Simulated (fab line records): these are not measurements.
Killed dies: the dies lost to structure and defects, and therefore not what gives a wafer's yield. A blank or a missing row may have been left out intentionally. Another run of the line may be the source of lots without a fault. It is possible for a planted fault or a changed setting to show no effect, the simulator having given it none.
Split-lot study / flow berkeley_cmos170 / 5 lots, 23 wafers read, on a route of 331 steps

## SPLIT DETAILS
At UCB170_SILICIDE_SPUTTER_01 (material Ti, target thk 30 nm, time 25 s), the setting power_w was moved away from the recipe's 1500 W on 10 of the 23 wafers read, by -8.8% to +5.3%. This setting was run at the recipe's value on the other wafers.

## THE PATH FROM SPLIT TO READING: the file shows 1 step between them
- UCB170_SILICIDE_RS_MEAS_02: measures by four-point-probe

## THE READING
SILICIDE_TI_THK, in nm, at UCB170_SILICIDE_THK_MEAS_03 (measures by xrf). Fault-free wafers of this fab line usually give 29.5 nm, standard deviation 0.42 nm.

wafer=L077.1; tool, chamber at the split=pvd_sputter-02, -; power_w as run, W=1368; against the recipe=-8.8%; SILICIDE_TI_THK, nm=27.1; against lot-mates on the recipe=-1.8
wafer=L077.2; tool, chamber at the split=pvd_sputter-02, -; power_w as run, W=1500; against the recipe=recipe; SILICIDE_TI_THK, nm=28.7; against lot-mates on the recipe=-
wafer=L077.3; tool, chamber at the split=pvd_sputter-02, -; power_w as run, W=1368; against the recipe=-8.8%; SILICIDE_TI_THK, nm=26.8; against lot-mates on the recipe=-2.1
wafer=L077.4; tool, chamber at the split=pvd_sputter-02, -; power_w as run, W=1368; against the recipe=-8.8%; SILICIDE_TI_THK, nm=26.5; against lot-mates on the recipe=-2.4
wafer=L077.6; tool, chamber at the split=pvd_sputter-02, -; power_w as run, W=1500; against the recipe=recipe; SILICIDE_TI_THK, nm=29.2; against lot-mates on the recipe=-
wafer=L075.2; tool, chamber at the split=pvd_sputter-01, -; power_w as run, W=1451; against the recipe=-3.3%; SILICIDE_TI_THK, nm=28.1; against lot-mates on the recipe=-0.8
wafer=L075.3; tool, chamber at the split=pvd_sputter-01, -; power_w as run, W=1500; against the recipe=recipe; SILICIDE_TI_THK, nm=28.6; against lot-mates on the recipe=-
wafer=L075.4; tool, chamber at the split=pvd_sputter-01, -; power_w as run, W=1451; against the recipe=-3.3%; SILICIDE_TI_THK, nm=28.4; against lot-mates on the recipe=-0.5
wafer=L075.5; tool, chamber at the split=pvd_sputter-01, -; power_w as run, W=1500; against the recipe=recipe; SILICIDE_TI_THK, nm=29.1; against lot-mates on the recipe=-
wafer=L075.6; tool, chamber at the split=pvd_sputter-01, -; power_w as run, W=1451; against the recipe=-3.3%; SILICIDE_TI_THK, nm=28.0; against lot-mates on the recipe=-0.9
wafer=L078.1; tool, chamber at the split=pvd_sputter-02, -; power_w as run, W=1500; against the recipe=recipe; SILICIDE_TI_THK, nm=28.8; against lot-mates on the recipe=-
wafer=L078.2; tool, chamber at the split=pvd_sputter-02, -; power_w as run, W=1580; against the recipe=+5.3%; SILICIDE_TI_THK, nm=31.6; against lot-mates on the recipe=+2.6
wafer=L078.3; tool, chamber at the split=pvd_sputter-02, -; power_w as run, W=1500; against the recipe=recipe; SILICIDE_TI_THK, nm=28.9; against lot-mates on the recipe=-
wafer=L078.4; tool, chamber at the split=pvd_sputter-02, -; power_w as run, W=1580; against the recipe=+5.3%; SILICIDE_TI_THK, nm=30.9; against lot-mates on the recipe=+1.9
wafer=L078.5; tool, chamber at the split=pvd_sputter-02, -; power_w as run, W=1500; against the recipe=recipe; SILICIDE_TI_THK, nm=29.4; against lot-mates on the recipe=-
wafer=L081.3; tool, chamber at the split=pvd_sputter-03, -; power_w as run, W=1500; against the recipe=recipe; SILICIDE_TI_THK, nm=29.6; against lot-mates on the recipe=-
wafer=L081.5; tool, chamber at the split=pvd_sputter-03, -; power_w as run, W=1500; against the recipe=recipe; SILICIDE_TI_THK, nm=29.3; against lot-mates on the recipe=-
wafer=L081.6; tool, chamber at the split=pvd_sputter-03, -; power_w as run, W=1500; against the recipe=recipe; SILICIDE_TI_THK, nm=29.9; against lot-mates on the recipe=-
wafer=L085.1; tool, chamber at the split=pvd_sputter-03, -; power_w as run, W=1500; against the recipe=recipe; SILICIDE_TI_THK, nm=29.7; against lot-mates on the recipe=-
wafer=L085.2; tool, chamber at the split=pvd_sputter-03, -; power_w as run, W=1404; against the recipe=-6.4%; SILICIDE_TI_THK, nm=28.2; against lot-mates on the recipe=-1.9
wafer=L085.3; tool, chamber at the split=pvd_sputter-03, -; power_w as run, W=1500; against the recipe=recipe; SILICIDE_TI_THK, nm=30.1; against lot-mates on the recipe=-
wafer=L085.5; tool, chamber at the split=pvd_sputter-03, -; power_w as run, W=1500; against the recipe=recipe; SILICIDE_TI_THK, nm=30.4; against lot-mates on the recipe=-
wafer=L085.6; tool, chamber at the split=pvd_sputter-03, -; power_w as run, W=1404; against the recipe=-6.4%; SILICIDE_TI_THK, nm=28.0; against lot-mates on the recipe=-2.1

THE FIT
A straight line over all 23 wafers: SILICIDE_TI_THK changes by +0.292 nm for each +1% of power_w; r = +0.92; the points scatter about the line by 0.5 nm.
The same after taking each lot's own level away (the mean of its wafers on the recipe; 23 wafers): +0.292 nm for each +1%; r = +0.96; scatter 0.35 nm.
According to that fit, moving power_w by its largest amount changes the reading by 2.6 nm.
Measured against the standard deviation above, the lots' own levels, which go from 28.85 to 30.07 nm, span 2.9 times it.
So the lot-to-lot level changes the slope little: the two slopes agree.
Check: for one of the wafers moved furthest among these (-8.8%), held out of the fit, the line's prediction against its lot-mates is -2.57 nm. Against them it came out at -1.85 nm.

## THESE WAFERS: OTHER SPLITS
Other splits were also applied to these wafers ahead of the reading. Each is held against what the fit with the lots' levels taken away leaves over:
other split on the same wafers=UCB170_BACKSIDE_HMDS_00 prime_time_s; wafers away from the commonest value=4; r with SILICIDE_TI_THK (lot level and that fit taken away)=-0.19

## THE WHOLE CHAIN: every reading that the file lists as answering this split, in the file's order
step=UCB170_SILICIDE_SPUTTER_01; what it does=material Ti, target thk 30 nm, time 25 s; reading=Ti_of_SILICIDE_SPUTTER_01.thk_nm (the simulator's own value, which no gauge read); change (the file's fit)=+0.291 nm for each +1% of the setting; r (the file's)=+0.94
step=UCB170_SILICIDE_RS_MEAS_02; what it does=measures by four-point-probe; reading=SILICIDE_TI_RS; change (the file's fit)=-0.311 for each +1% of the setting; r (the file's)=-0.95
step=UCB170_SILICIDE_THK_MEAS_03; what it does=measures by xrf; reading=SILICIDE_TI_THK; change (the file's fit)=+0.291 for each +1% of the setting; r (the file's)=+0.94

## THE FILE'S OWN FIT
SILICIDE_TI_THK changes by +0.291 nm for each +1% of power_w, r = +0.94.
